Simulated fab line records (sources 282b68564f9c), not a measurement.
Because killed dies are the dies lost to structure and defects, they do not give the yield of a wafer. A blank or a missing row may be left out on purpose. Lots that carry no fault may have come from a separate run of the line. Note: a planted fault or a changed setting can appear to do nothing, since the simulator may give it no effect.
Which tool is to blame?    flow rit_cmos    14 lots with 42 wafers sampled at 2 steps, on a route of 202 steps

== WHAT EACH GAUGE READ, for each wafer ==
RIT_ACTIVE_BOW_MEAS_00. Usual: for INCOMING_BOW the level is 0 um and the standard deviation is 6.7.
lot   measured     on             INCOMING_BOW (um)  flag
L237  day 1 10:01  film_metro-03  9 -7 0             
L238  day 1 15:01  film_metro-02  2 0 -8             
L239  day 1 20:00  film_metro-02  0 -5 7             
L240  day 2 01:01  film_metro-04  -5 0 -6            
L241  day 2 06:00  film_metro-04  7 2 5              
L242  day 2 11:01  film_metro-03  10 13 4            
L243  day 2 16:00  film_metro-04  4 1 -2             
L244  day 2 21:01  film_metro-04  9 4 2              
L245  day 3 02:00  film_metro-02  -11 6 8            
L246  day 3 07:01  film_metro-04  5 7 5              
L247  day 3 12:00  film_metro-04  -5 5 7             
L250  day 4 03:02  film_metro-02  -4 9 12            
L257  day 5 14:00  film_metro-04  -7 -3 12           
L258  day 5 19:00  film_metro-04  1 -6 -9            

RIT_NSD_OVL_MEAS_06. Usual: for NSD_OVL the level is 0.1 nm and the standard deviation is 1.3.
lot   measured     on          NSD_OVL (nm)    flag
L237  day 3 02:43  overlay-02  2.2 -0.9 -0.3   
L238  day 3 08:31  overlay-02  3.1 2.7 1.5     
L239  day 3 10:25  overlay-01  2.6 0.4 0.0     
L240  day 3 14:43  overlay-02  -1.4 -0.4 -1.1  
L241  day 3 21:55  overlay-01  0.1 -0.3 1.0    
L242  day 4 04:32  overlay-01  0.1 1.1 1.5     
L243  day 4 06:42  overlay-01  -0.9 -0.5 -1.0  
L244  day 4 16:09  overlay-01  -1.0 -0.2 0.8   
L245  day 4 19:52  overlay-02  -1.2 -1.3 -1.3  
L246  day 5 03:19  overlay-01  1.7 1.2 -0.3    
L247  day 5 08:17  overlay-01  1.3 -0.3 1.2    
L250  day 5 21:04  overlay-01  1.2 1.7 1.7     
L257  day 7 07:00  overlay-01  -0.5 0.3 0.8    
L258  day 7 11:32  overlay-01  1.3 1.4 0.8     

== EACH LOT AND THE TOOL THAT RAN IT (in order: tool; ch and the chambers of the sampled wafers; start) ==
Before these readings, the record contains no process step.

== AS READ BY THE TOOLS THEMSELVES (means over the sampled wafers that have a number; for cases with no such wafer, the mark the record gives instead) ==
The record holds no such reading with a usual standard deviation.

== THE ANSWER, worked out from the rows above alone ==
Rule: take the mean of a lot's wafers that have a number; if it is more than 3 standard deviations from the usual mean, the lot is off. A lot without any number at a reading at which 4 lots or more have one is off too. All remaining lots with rows at the step are treated as sound. First the gauges in route order, then the tools' own readings, where a lot's mean is used as printed above. The first step at which some lot is off is used, and at that step the reading that is off furthest; a lot without a number counts as furthest.
No lot is off on any of the readings shown, so nothing can be concluded from this.

== WHAT THE SIMULATOR PUT IN ==
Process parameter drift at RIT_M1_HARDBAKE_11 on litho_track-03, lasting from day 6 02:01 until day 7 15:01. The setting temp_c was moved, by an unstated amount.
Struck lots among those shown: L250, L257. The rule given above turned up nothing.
